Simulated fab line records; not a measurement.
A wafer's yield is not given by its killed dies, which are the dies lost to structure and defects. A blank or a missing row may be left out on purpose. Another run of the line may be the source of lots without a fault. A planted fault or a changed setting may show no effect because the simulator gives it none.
Check of tool commonality / flow berkeley-cmos170 / Sample size 14 lots and 42 wafers

## WHY THIS WAS OPENED
2 of 14 lots carry a flag on the reading PLDD_TW at UCB170_PLDD_TW_MEAS_11. No-fault wafers: 1008, standard deviation 8.1.
Rule: a lot gets a flag if all its wafers with a number sit over 4 standard deviations from that mean, or if no wafer of it has a number. As for the other lots, they are considered sound.

lot=L473; measured=day 6 15:34; on=film-metro-04; PLDD_TW, wafer by wafer=1006 1006 1005; flag=
lot=L475; measured=day 7 05:45; on=film-metro-02; PLDD_TW, wafer by wafer=957 964 963; flag=FLAGGED
lot=L476; measured=day 7 20:01; on=film-metro-04; PLDD_TW, wafer by wafer=950 948 947; flag=FLAGGED
lot=L479; measured=day 8 04:46; on=film-metro-01; PLDD_TW, wafer by wafer=1004 1003 1001; flag=
lot=L481; measured=day 8 22:43; on=film-metro-02; PLDD_TW, wafer by wafer=1017 1024 1019; flag=
lot=L482; measured=day 8 23:22; on=film-metro-01; PLDD_TW, wafer by wafer=1006 1002 998; flag=
lot=L485; measured=day 9 14:28; on=film-metro-04; PLDD_TW, wafer by wafer=997 997 998; flag=
lot=L487; measured=day 9 18:10; on=film-metro-02; PLDD_TW, wafer by wafer=1011 1010 1009; flag=
lot=L486; measured=day 9 18:27; on=film-metro-01; PLDD_TW, wafer by wafer=1012 1008 1007; flag=
lot=L488; measured=day 10 07:49; on=film-metro-01; PLDD_TW, wafer by wafer=1005 1004 1003; flag=
lot=L490; measured=day 10 11:55; on=film-metro-01; PLDD_TW, wafer by wafer=1005 1007 1006; flag=
lot=L489; measured=day 10 12:10; on=film-metro-02; PLDD_TW, wafer by wafer=1020 1014 1017; flag=
lot=L493; measured=day 10 20:54; on=film-metro-02; PLDD_TW, wafer by wafer=1017 1017 1025; flag=
lot=L492; measured=day 10 21:41; on=film-metro-02; PLDD_TW, wafer by wafer=1022 1017 1018; flag=
On average the flagged lots' numbers are 955, which is -53 against the usual, or -7 standard deviations.

## WHICH TOOL EACH LOT WENT THROUGH
The record holds 2 process steps before the reading, out of a route of 331 steps. In each cell: the tool, then ch and the chambers that the sampled wafers went through, then the start.
lot=L473; flag=; UCB170_NVT_STRIP_08=plasma-asher-03 ch 0, day 5 20:55; UCB170_PLDD_IMPLANT_08=implanter-03 ch 0, day 6 15:11
lot=L475; flag=FLAGGED; UCB170_NVT_STRIP_08=plasma-asher-03 ch 0,1, day 6 10:01; UCB170_PLDD_IMPLANT_08=implanter-03 ch 0, day 7 05:21
lot=L476; flag=FLAGGED; UCB170_NVT_STRIP_08=plasma-asher-02 ch 0,1, day 7 03:10; UCB170_PLDD_IMPLANT_08=implanter-03 ch 0, day 7 19:37
lot=L479; flag=; UCB170_NVT_STRIP_08=plasma-asher-03 ch 1, day 7 08:16; UCB170_PLDD_IMPLANT_08=implanter-01 ch 0, day 8 04:22
lot=L481; flag=; UCB170_NVT_STRIP_08=plasma-asher-02 ch 0,1, day 8 02:53; UCB170_PLDD_IMPLANT_08=implanter-02 ch 0, day 8 22:19
lot=L482; flag=; UCB170_NVT_STRIP_08=plasma-asher-01 ch 0,1, day 8 03:20; UCB170_PLDD_IMPLANT_08=implanter-02 ch 0, day 8 22:59
lot=L485; flag=; UCB170_NVT_STRIP_08=plasma-asher-03 ch 0,1, day 8 22:58; UCB170_PLDD_IMPLANT_08=implanter-01 ch 0, day 9 14:06
lot=L487; flag=; UCB170_NVT_STRIP_08=plasma-asher-02 ch 0,1, day 9 04:35; UCB170_PLDD_IMPLANT_08=implanter-02 ch 0, day 9 17:46
lot=L486; flag=; UCB170_NVT_STRIP_08=plasma-asher-01 ch 0,1, day 9 04:31; UCB170_PLDD_IMPLANT_08=implanter-01 ch 0, day 9 18:03
lot=L488; flag=; UCB170_NVT_STRIP_08=plasma-asher-01 ch 0,1, day 9 18:19; UCB170_PLDD_IMPLANT_08=implanter-02 ch 0, day 10 07:25
lot=L490; flag=; UCB170_NVT_STRIP_08=plasma-asher-03 ch 0, day 9 23:50; UCB170_PLDD_IMPLANT_08=implanter-01 ch 0, day 10 11:29
lot=L489; flag=; UCB170_NVT_STRIP_08=plasma-asher-01 ch 0,1, day 9 23:59; UCB170_PLDD_IMPLANT_08=implanter-02 ch 0, day 10 11:49
lot=L493; flag=; UCB170_NVT_STRIP_08=plasma-asher-03 ch 0,1, day 10 07:10; UCB170_PLDD_IMPLANT_08=implanter-03 ch 0, day 10 20:30
lot=L492; flag=; UCB170_NVT_STRIP_08=plasma-asher-03 ch 0,1, day 10 06:53; UCB170_PLDD_IMPLANT_08=implanter-01 ch 0, day 10 21:17
What is done by these steps:
- UCB170_NVT_STRIP_08: strips in O2.
- UCB170_PLDD_IMPLANT_08
- UCB170_PLDD_TW_MEAS_11

## FLAGGED OVER TOTAL, TOOL BY TOOL (the gauges that took the reading come last)
step=UCB170_NVT_STRIP_08; tool=plasma-asher-01; lots run=4; flagged=0; share of the flagged lots=none; sound lots run after its first flagged lot=-
step=UCB170_NVT_STRIP_08; tool=plasma-asher-02; lots run=3; flagged=1; share of the flagged lots=some; sound lots run after its first flagged lot=2 (L481,L487)
step=UCB170_NVT_STRIP_08; tool=plasma-asher-03; lots run=7; flagged=1; share of the flagged lots=some; sound lots run after its first flagged lot=5 (L479,L485,L490,L492,L493)
step=UCB170_PLDD_IMPLANT_08; tool=implanter-01; lots run=5; flagged=0; share of the flagged lots=none; sound lots run after its first flagged lot=-
step=UCB170_PLDD_IMPLANT_08; tool=implanter-02; lots run=5; flagged=0; share of the flagged lots=none; sound lots run after its first flagged lot=-
step=UCB170_PLDD_IMPLANT_08; tool=implanter-03; lots run=4; flagged=2; share of the flagged lots=all; sound lots run after its first flagged lot=1 (L493)
step=UCB170_PLDD_TW_MEAS_11; tool=film-metro-01; lots run=5; flagged=0; share of the flagged lots=none; sound lots run after its first flagged lot=-
step=UCB170_PLDD_TW_MEAS_11; tool=film-metro-02; lots run=6; flagged=1; share of the flagged lots=some; sound lots run after its first flagged lot=5 (L481,L487,L489,L493,L492)
step=UCB170_PLDD_TW_MEAS_11; tool=film-metro-04; lots run=3; flagged=1; share of the flagged lots=some; sound lots run after its first flagged lot=1 (L485)

## THE TABLE: WHAT IT ALLOWS
All flagged lots share 1 row of the table, namely implanter-03 at UCB170_PLDD_IMPLANT_08.
- implanter-03 at UCB170_PLDD_IMPLANT_08 ran 4 lots, 2 of them flagged. Lots that were sound ran on it after the first flagged one (L493); a persistent fault on the entire tool would not allow that. Its own readings lie more than 4 standard deviations out on every wafer of the flagged lots: tilt-deg.
No row of the table ran every flagged lot and no sound lot after the first.

## WHAT HAD BEEN PUT IN BY THE SIMULATOR
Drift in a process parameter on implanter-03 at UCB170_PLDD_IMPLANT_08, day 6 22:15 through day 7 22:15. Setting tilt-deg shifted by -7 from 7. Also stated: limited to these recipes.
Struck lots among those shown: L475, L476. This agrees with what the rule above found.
